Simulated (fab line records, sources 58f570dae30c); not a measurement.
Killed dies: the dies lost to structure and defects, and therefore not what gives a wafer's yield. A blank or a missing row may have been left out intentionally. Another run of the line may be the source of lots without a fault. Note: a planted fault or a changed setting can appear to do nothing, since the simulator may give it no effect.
Comparing a struck lot with a sound one || flow berkeley cmos170 || 14 out of 331 route steps
Sound: wafers L365.2, L365.4, L365.6. The struck wafers were L360.1, L360.2, L360.6. The cause is named last.
Per side, at each step with rows, come the tool, then ch with its chambers, and then its first start. Under that, the readings that differ: sound wafers || struck wafers || difference of the means || sigmas: that difference in standard deviations of wafers without a fault.
alike: readings whose means differ by less than 2 such deviations, and words and numbers that are the same on both sides. not compared: withheld readings, readings that some wafer has no value for, bounds like >300 that may hide the same value, and numbers for which the record gives no deviation and whose values overlap.
A row with sigmas, a row that says differs or no value, or rows on one side alone: a step with any of these is where the two part. When numbers do not overlap yet have no deviation, they are printed without sigmas and do not part them. A reading that every wafer of one side lacks parts them only if that side has two wafers or more.

first, 2 steps without rows for these wafers: UCB170_GATE_ANNEAL_03 (time 1800 s); UCB170_GATE_CVD_04 (deposits poly-Si from SiH4, time 1440 s, target thk 214 nm).
UCB170_GATE_THK_MEAS_05:
  sound on film metro-02, day 10 05:13; struck on film metro-02, day 9 05:19
  alike: GATE_POLY_THK
then, 6 steps without rows for these wafers: UCB170_GATE_COAT_06; UCB170_GATE_COAT_07 (resist thk 900 nm); UCB170_GATE_SOFTBAKE_08 (time 60 s); UCB170_GATE_EXPOSE_09 (exposes mask POLY, target cd 350 nm); UCB170_GATE_PEB_10; UCB170_GATE_DEVELOP_11 (develop time 45 s).
UCB170_GATE_CD_MEAS_12: target cd 350 nm.
  sound on cd sem-01, day 10 07:01; struck on cd sem-01, day 9 07:19
{"reading": "cd nm (nm)", "sound": "350.5 351.8 351.2", "struck": "346.3 347.2 346.3", "difference": -4.6, "sigmas": -3}
UCB170_GATE_OVL_MEAS_13:
  sound on overlay-01, day 10 07:07; struck on overlay-01, day 9 07:26
{"reading": "GATE_OVL (nm)", "sound": "7 12 12", "struck": "-4 4 0", "difference": -10, "sigmas": -2}
UCB170_GATE_ETCH_14: etches BARC in N2/H2.
  sound on rie diel-03 ch 1,3, day 10 07:08; struck on rie diel-01 ch 0,1, day 9 07:29
  alike: drypump motor current A, oes product au, throttle valve pct
UCB170_GATE_ETCH_15: etches poly-Si in HBr/Cl2, stops on SiO2, time 56.3 s, target depth 278.2 nm.
  sound on rie si-01 ch 0,2, day 10 07:11; struck on rie si-02 ch 0,1,2, day 9 07:31
{"reading": "oes product au (a.u.)", "sound": "0.841 0.831 0.837", "struck": "0.660 0.660 0.639", "difference": -0.183, "sigmas": -11}
{"reading": "model.etch.depth nm (nm)", "sound": "216.4 218.1 217.6", "struck": "144.6 146.3 146.1", "difference": -71.7, "sigmas": ""}
{"reading": "model.GATE.feature depth nm (nm)", "sound": "216.4 218.1 217.6", "struck": "144.6 146.3 146.1", "difference": -71.7, "sigmas": ""}
{"reading": "model.KrF_of_GATE_COAT_07.thk nm (nm)", "sound": "779.1 778.4 778.9", "struck": "827.6 824.9 825", "difference": "+47.0", "sigmas": ""}
  alike: drypump motor current A, throttle valve pct
  not compared: rf hours counter h
UCB170_GATE_STRIP_16: strips in O2.
  sound on plasma asher-04 ch 0,1, day 10 07:14; struck on plasma asher-02 ch 0,1, day 9 07:34
  alike: drypump motor current A, oes product au
  not compared: rf hours counter h

## WHERE THEY PART
First at UCB170_GATE_CD_MEAS_12; last, within this record, at UCB170_GATE_ETCH_15. Later steps at which nothing parts them and some readings are alike: UCB170_GATE_STRIP_16.

WHY: what the simulator had put in
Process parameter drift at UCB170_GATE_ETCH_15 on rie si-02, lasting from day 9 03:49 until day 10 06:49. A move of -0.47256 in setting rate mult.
